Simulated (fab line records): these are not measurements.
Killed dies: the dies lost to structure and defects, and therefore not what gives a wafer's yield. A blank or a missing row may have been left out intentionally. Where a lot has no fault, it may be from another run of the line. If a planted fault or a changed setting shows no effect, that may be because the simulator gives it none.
Which of the tools did it? :: flow berkeley cmos170 :: 42 wafers from 14 lots sampled at 3 of the route's 331 steps

WHAT THE GAUGES SHOWED, per wafer
UCB170_SILICIDE_RS_MEAS_02: a four-point-probe measurement.
lot: L696
measured: day 6 13:32
on: film metro-04
SILICIDE_TI_RS (ohm/sq): 26.0 26.4 26.5

lot: L698
measured: day 7 12:56
on: film metro-02
SILICIDE_TI_RS (ohm/sq): 26.8 26.6 26.9

lot: L703
measured: day 7 22:54
on: film metro-02
SILICIDE_TI_RS (ohm/sq): 26.3 25.7 26.1

lot: L699
measured: day 7 23:21
on: film metro-03
SILICIDE_TI_RS (ohm/sq): 26.4 26.5 26.5

lot: L700
measured: day 7 23:51
on: film metro-02
SILICIDE_TI_RS (ohm/sq): 26.5 26.1 26.5

lot: L702
measured: day 8 00:14
on: film metro-02
SILICIDE_TI_RS (ohm/sq): 25.9 25.9 26.5

lot: L706
measured: day 8 10:26
on: film metro-04
SILICIDE_TI_RS (ohm/sq): 25.6 26.6 26.4

lot: L710
measured: day 9 16:04
on: film metro-02
SILICIDE_TI_RS (ohm/sq): 26.6 26.1 26.4

lot: L709
measured: day 9 19:53
on: film metro-02
SILICIDE_TI_RS (ohm/sq): 26.0 25.9 25.7

lot: L713
measured: day 9 20:42
on: film metro-02
SILICIDE_TI_RS (ohm/sq): 26.5 26.3 26.5

lot: L714
measured: day 10 13:17
on: film metro-03
SILICIDE_TI_RS (ohm/sq): 26.0 26.4 26.3

lot: L716
measured: day 11 01:11
on: film metro-02
SILICIDE_TI_RS (ohm/sq): 27.2 26.2 26.4

lot: L717
measured: day 11 01:35
on: film metro-02
SILICIDE_TI_RS (ohm/sq): 25.7 25.8 26.0

lot: L719
measured: day 11 12:56
on: film metro-04
SILICIDE_TI_RS (ohm/sq): 26.8 26.1 27.0

UCB170_CONTACT_CD_MEAS_15: target cd 700 nm.
lot: L696
measured: day 6 19:02
on: cd sem-02
cd nm (nm): 700.8 699.2 700.2

lot: L698
measured: day 7 19:20
on: cd sem-02
cd nm (nm): 701.9 700.6 700.6

lot: L703
measured: day 8 03:07
on: cd sem-01
cd nm (nm): 699.0 698.5 698.9

lot: L699
measured: day 8 07:43
on: cd sem-02
cd nm (nm): 701.7 700.7 701.2

lot: L700
measured: day 8 07:44
on: cd sem-01
cd nm (nm): 699.5 699.4 699.2

lot: L702
measured: day 8 08:17
on: cd sem-02
cd nm (nm): 703.2 701.2 701.8

lot: L706
measured: day 8 16:09
on: cd sem-01
cd nm (nm): 698.9 698.9 699.9

lot: L710
measured: day 9 21:11
on: cd sem-02
cd nm (nm): 697.8 697.5 698.3

lot: L709
measured: day 9 23:55
on: cd sem-02
cd nm (nm): 699.2 699.6 697.9

lot: L713
measured: day 10 01:46
on: cd sem-01
cd nm (nm): 700.5 699.0 699.3

lot: L714
measured: day 10 19:40
on: cd sem-01
cd nm (nm): 700.7 699.2 701.9

lot: L716
measured: day 11 05:08
on: cd sem-01
cd nm (nm): 699.2 700.3 699.5

lot: L717
measured: day 11 07:47
on: cd sem-02
cd nm (nm): 698.3 699.3 697.4

lot: L719
measured: day 11 18:14
on: cd sem-01
cd nm (nm): 701.6 700.1 699.3

EACH LOT AND THE TOOL THAT RAN IT (in order: tool; ch and the chambers of the sampled wafers; start)
lot: L696
UCB170_CONTACT_RTA_08: rtp anneal-02 ch 0, day 6 16:58

lot: L698
UCB170_CONTACT_RTA_08: rtp anneal-02 ch 0, day 7 17:17

lot: L703
UCB170_CONTACT_RTA_08: rtp anneal-02 ch 0, day 8 02:05

lot: L699
UCB170_CONTACT_RTA_08: rtp anneal-01 ch 0, day 8 05:35

lot: L700
UCB170_CONTACT_RTA_08: rtp anneal-02 ch 0, day 8 05:35

lot: L702
UCB170_CONTACT_RTA_08: rtp anneal-01 ch 0, day 8 05:40

lot: L706
UCB170_CONTACT_RTA_08: rtp anneal-01 ch 0, day 8 14:44

lot: L710
UCB170_CONTACT_RTA_08: rtp anneal-01 ch 0, day 9 20:07

lot: L709
UCB170_CONTACT_RTA_08: rtp anneal-02 ch 0, day 9 22:53

lot: L713
UCB170_CONTACT_RTA_08: rtp anneal-01 ch 0, day 10 00:46

lot: L714
UCB170_CONTACT_RTA_08: rtp anneal-01 ch 0, day 10 18:38

lot: L716
UCB170_CONTACT_RTA_08: rtp anneal-01 ch 0, day 11 04:13

lot: L717
UCB170_CONTACT_RTA_08: rtp anneal-01 ch 0, day 11 06:14

lot: L719
UCB170_CONTACT_RTA_08: rtp anneal-01 ch 0, day 11 16:59
- UCB170_CONTACT_RTA_08: time 10 s.

AS READ BY THE TOOLS THEMSELVES (means over the sampled wafers that have a number; for cases with no such wafer, the mark the record gives instead)
UCB170_CONTACT_RTA_08.
lot: L696
tool: rtp anneal-02
anneal temp c max: 901.7
chamber o2 ppm: 2.015
lamp power pct (%): 27.8
wafer_temp_C_max: 903.6

lot: L698
tool: rtp anneal-02
anneal temp c max: 902.7
chamber o2 ppm: 1.988
lamp power pct (%): 27.8
wafer_temp_C_max: 904.7

lot: L703
tool: rtp anneal-02
anneal temp c max: 901.9
chamber o2 ppm: 1.984
lamp power pct (%): 27.8
wafer_temp_C_max: 903.6

lot: L699
tool: rtp anneal-01
anneal temp c max: 903.7
chamber o2 ppm: 1.979
lamp power pct (%): 24.8
wafer_temp_C_max: 903.7

lot: L700
tool: rtp anneal-02
anneal temp c max: 902.3
chamber o2 ppm: 2.000
lamp power pct (%): 27.9
wafer_temp_C_max: 903.7

lot: L702
tool: rtp anneal-01
anneal temp c max: 904.6
chamber o2 ppm: 1.966
lamp power pct (%): 24.8
wafer_temp_C_max: 903.8

lot: L706
tool: rtp anneal-01
anneal temp c max: 904.4
chamber o2 ppm: 2.010
lamp power pct (%): 24.8
wafer_temp_C_max: 904.6

lot: L710
tool: rtp anneal-01
anneal temp c max: 903.6
chamber o2 ppm: 1.986
lamp power pct (%): 24.8
wafer_temp_C_max: 904.3

lot: L709
tool: rtp anneal-02
anneal temp c max: 901.6
chamber o2 ppm: 2.000
lamp power pct (%): 27.8
wafer_temp_C_max: 903.4

lot: L713
tool: rtp anneal-01
anneal temp c max: 904.4
chamber o2 ppm: 2.005
lamp power pct (%): 24.8
wafer_temp_C_max: 903.8

lot: L714
tool: rtp anneal-01
anneal temp c max: 904.6
chamber o2 ppm: 2.014
lamp power pct (%): 24.8
wafer_temp_C_max: 903.9

lot: L716
tool: rtp anneal-01
anneal temp c max: 904.5
chamber o2 ppm: 2.000
lamp power pct (%): 24.8
wafer_temp_C_max: 904.0

lot: L717
tool: rtp anneal-01
anneal temp c max: 904.4
chamber o2 ppm: 1.988
lamp power pct (%): 24.8
wafer_temp_C_max: 903.1

lot: L719
tool: rtp anneal-01
anneal temp c max: 904.8
chamber o2 ppm: 2.009
lamp power pct (%): 24.8
wafer_temp_C_max: 904.4

THE ANSWER, worked out from the rows above alone
Rule: the lots themselves supply what counts as usual. The widest of any qualifying gaps counts: lots, ordered by their means at a reading, are off when they make up no more than a third of the lots, leave a main group of 4 or more, and stand apart from it by 3 or more times the standard deviation of that group's means. If all means in a main group match to the digits the tables above print for the reading, that group is not used. A lot without any number at a reading at which 4 lots or more have one is off too. All remaining lots with rows at the step are treated as sound. First the gauges in route order, then the tools' own readings, where a lot's mean is used as printed above. The first step at which some lot is off is used, and at that step the reading that is off furthest; a lot without a number counts as furthest.
No lot is off at any reading shown: from this, nothing can be told.

WHAT HAD BEEN PUT IN BY THE SIMULATOR
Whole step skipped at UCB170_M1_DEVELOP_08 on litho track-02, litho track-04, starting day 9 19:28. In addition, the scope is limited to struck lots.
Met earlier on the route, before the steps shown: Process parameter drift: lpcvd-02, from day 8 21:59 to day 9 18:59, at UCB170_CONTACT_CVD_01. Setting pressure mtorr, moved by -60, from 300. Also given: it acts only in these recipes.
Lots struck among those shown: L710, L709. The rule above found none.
